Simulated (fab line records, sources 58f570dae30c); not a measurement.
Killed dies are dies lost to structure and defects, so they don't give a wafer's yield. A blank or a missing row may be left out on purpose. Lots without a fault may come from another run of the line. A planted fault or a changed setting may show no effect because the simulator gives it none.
Which tool did it? | flow berkeley_cmos170 | 15 lots, 45 wafers sampled, at 1 step of a route of 331

WHAT THE GAUGES READ, wafer by wafer
The record holds no reading of a measuring or inspecting step that can be judged against a usual standard deviation.

WHICH TOOL RAN EACH LOT (tool, then ch and the chambers of the sampled wafers, then the start)
lot  | UCB170_NSD_EXPOSE_03
L610 | krf_scanner-01 ch 0, day 7 18:29
L613 | krf_scanner-02 ch 0, day 8 04:56
L611 | krf_scanner-02 ch 0, day 8 05:11
L612 | krf_scanner-02, day 8 05:17
L614 | krf_scanner-01, day 8 05:42
L618 | krf_scanner-02, day 9 04:42
L616 | krf_scanner-01 ch 0, day 9 04:58
L624 | krf_scanner-01 ch 0, day 10 14:52
L623 | krf_scanner-01 ch 0, day 10 15:22
L626 | krf_scanner-01 ch 0, day 11 03:53
L625 | krf_scanner-02 ch 0, day 11 04:13
L628 | krf_scanner-01 ch 0, day 12 07:59
L630 | krf_scanner-02 ch 0, day 12 09:19
L629 | krf_scanner-02 ch 0, day 12 09:49
L633 | krf_scanner-01 ch 0, day 12 16:58
- UCB170_NSD_EXPOSE_03: exposes mask NSELECT MOD, target cd 1200 nm.

WHAT THE TOOLS THEMSELVES READ (means of the sampled wafers that have a number; where no wafer has one, the mark that the record gives instead)
UCB170_NSD_EXPOSE_03.
lot  | tool           | exposure_dose_mJ_cm2 | focus_offset_nm (nm)
L610 | krf_scanner-01 | 30.01                | -0.4
L613 | krf_scanner-02 | 29.98                | 0.3
L611 | krf_scanner-02 | 30.00                | -0.1
L612 | krf_scanner-02 | -                    | -
L614 | krf_scanner-01 | -                    | -
L618 | krf_scanner-02 | -                    | -
L616 | krf_scanner-01 | 29.97                | 0.2
L624 | krf_scanner-01 | 29.98                | -0.1
L623 | krf_scanner-01 | 30.02                | -0.1
L626 | krf_scanner-01 | 30.00                | 0.1
L625 | krf_scanner-02 | 29.98                | -0.3
L628 | krf_scanner-01 | 29.98                | -0.1
L630 | krf_scanner-02 | 30.03                | 0.1
L629 | krf_scanner-02 | 29.97                | -0.3
L633 | krf_scanner-01 | 29.95                | -0.1

THE ANSWER, worked out from the rows above alone
Rule: what is usual is taken from the lots themselves. Put in order of their means at a reading, lots are off if they are a third of the lots or fewer, leave a main group of 4 or more, and stand apart from it by a gap of 3 or more times the standard deviation of the main group's means; of several such gaps the widest counts. A main group whose means are all the same, to the digits that the tables above print for the reading, isn't used. A lot without any number at a reading at which 4 lots or more have one is off too. The other lots that the step has rows for count as sound. The gauges are gone through in route order, then the tools' own readings, and for those a lot's mean is taken as printed above. The first step at which some lot is off is used, and at that step the reading that is off furthest; a lot without a number counts as furthest.
Off: L612, L614, L618, at UCB170_NSD_EXPOSE_03 (exposure_dose_mJ_cm2). Without a number there: L612, L614, L618. The main group: mean 29.99, standard deviation 0.022.
A tool fits if, at that step or a process step before it, it ran every lot that is off, and no sound lot after the first of them. None of those tried fits.

WHAT THE SIMULATOR HAD PUT IN
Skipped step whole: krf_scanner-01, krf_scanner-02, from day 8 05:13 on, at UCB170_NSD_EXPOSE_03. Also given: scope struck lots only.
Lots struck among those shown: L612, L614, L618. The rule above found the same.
